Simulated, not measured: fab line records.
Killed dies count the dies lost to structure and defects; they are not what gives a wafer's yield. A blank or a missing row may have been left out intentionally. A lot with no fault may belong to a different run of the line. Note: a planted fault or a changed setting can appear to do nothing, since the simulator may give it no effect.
Which tool was responsible? / flow rit-cmos / 14 lots with 42 wafers sampled at 2 steps, on a route of 202 steps

## WHAT THE GAUGES SHOWED, per wafer
The record holds no reading of a measuring or inspecting step that can be judged against a usual standard deviation.

## WHICH TOOL RAN EACH LOT (tool, then ch and the chambers of the sampled wafers, then the start)
lot=L598; RIT_ACTIVE_CLEAN_17=wet-bench-04 ch 3, day 1 17:23; RIT_M1_PROBE_99=-
lot=L601; RIT_ACTIVE_CLEAN_17=wet-bench-04 ch 1, day 2 06:45; RIT_M1_PROBE_99=-
lot=L602; RIT_ACTIVE_CLEAN_17=wet-bench-02 ch 0, day 2 15:00; RIT_M1_PROBE_99=-
lot=L603; RIT_ACTIVE_CLEAN_17=wet-bench-01 ch 1, day 3 01:01; RIT_M1_PROBE_99=-
lot=L604; RIT_ACTIVE_CLEAN_17=wet-bench-01 ch 2, day 3 01:15; RIT_M1_PROBE_99=-
lot=L606; RIT_ACTIVE_CLEAN_17=wet-bench-04 ch 0, day 3 08:29; RIT_M1_PROBE_99=-
lot=L605; RIT_ACTIVE_CLEAN_17=wet-bench-04 ch 3, day 3 08:44; RIT_M1_PROBE_99=-
lot=L607; RIT_ACTIVE_CLEAN_17=wet-bench-04 ch 1, day 3 15:57; RIT_M1_PROBE_99=-
lot=L609; RIT_ACTIVE_CLEAN_17=wet-bench-04 ch 3, day 3 22:58; RIT_M1_PROBE_99=-
lot=L608; RIT_ACTIVE_CLEAN_17=wet-bench-02 ch 0, day 3 23:01; RIT_M1_PROBE_99=-
lot=L610; RIT_ACTIVE_CLEAN_17=wet-bench-02 ch 3, day 4 17:10; RIT_M1_PROBE_99=-
lot=L611; RIT_ACTIVE_CLEAN_17=wet-bench-01 ch 2, day 4 17:17; RIT_M1_PROBE_99=-
lot=L619; RIT_ACTIVE_CLEAN_17=wet-bench-04 ch 2, day 6 02:13; RIT_M1_PROBE_99=prober-02, day 8 00:50
lot=L620; RIT_ACTIVE_CLEAN_17=wet-bench-04 ch 2, day 6 05:42; RIT_M1_PROBE_99=prober-01, day 8 06:48
- RIT_ACTIVE_CLEAN_17: cleans in SC2, time 600 s.
- RIT_M1_PROBE_99

## AS READ BY THE TOOLS THEMSELVES (means over the sampled wafers that have a number; for cases with no such wafer, the mark the record gives instead)
RIT_M1_PROBE_99.
lot=L619 tool=prober-02 killed-at-contacts=0.0 killed-at-front-end=13 killed-dies=13 killed-on-rim=7.0 killed-open=1.7 killed-short=3.7
lot=L620 tool=prober-01 killed-at-contacts=0.0 killed-at-front-end=13 killed-dies=13 killed-on-rim=7.3 killed-open=3.0 killed-short=2.3

## THE ANSWER, worked out from the rows above alone
Rule: what is usual is taken from the lots themselves. Put in order of their means at a reading, lots are off if they are a third of the lots or fewer, leave a main group of 4 or more, and stand apart from it by a gap of 3 or more times the standard deviation of the main group's means; of several such gaps the widest counts. A main group is skipped when, at the precision printed for the reading in the tables above, its means are all equal. A lot without any number at a reading at which 4 lots or more have one is off too. Where the step has rows for the other lots, those lots are counted as sound. The gauges are gone through in route order, then the tools' own readings, and for those a lot's mean is taken as printed above. At the first step where some lot is off, the reading lying furthest off is the one used; lots without a number count as furthest.
No lot is off on any of the readings shown, so nothing can be concluded from this.

## WHAT THE SIMULATOR HAD INSERTED
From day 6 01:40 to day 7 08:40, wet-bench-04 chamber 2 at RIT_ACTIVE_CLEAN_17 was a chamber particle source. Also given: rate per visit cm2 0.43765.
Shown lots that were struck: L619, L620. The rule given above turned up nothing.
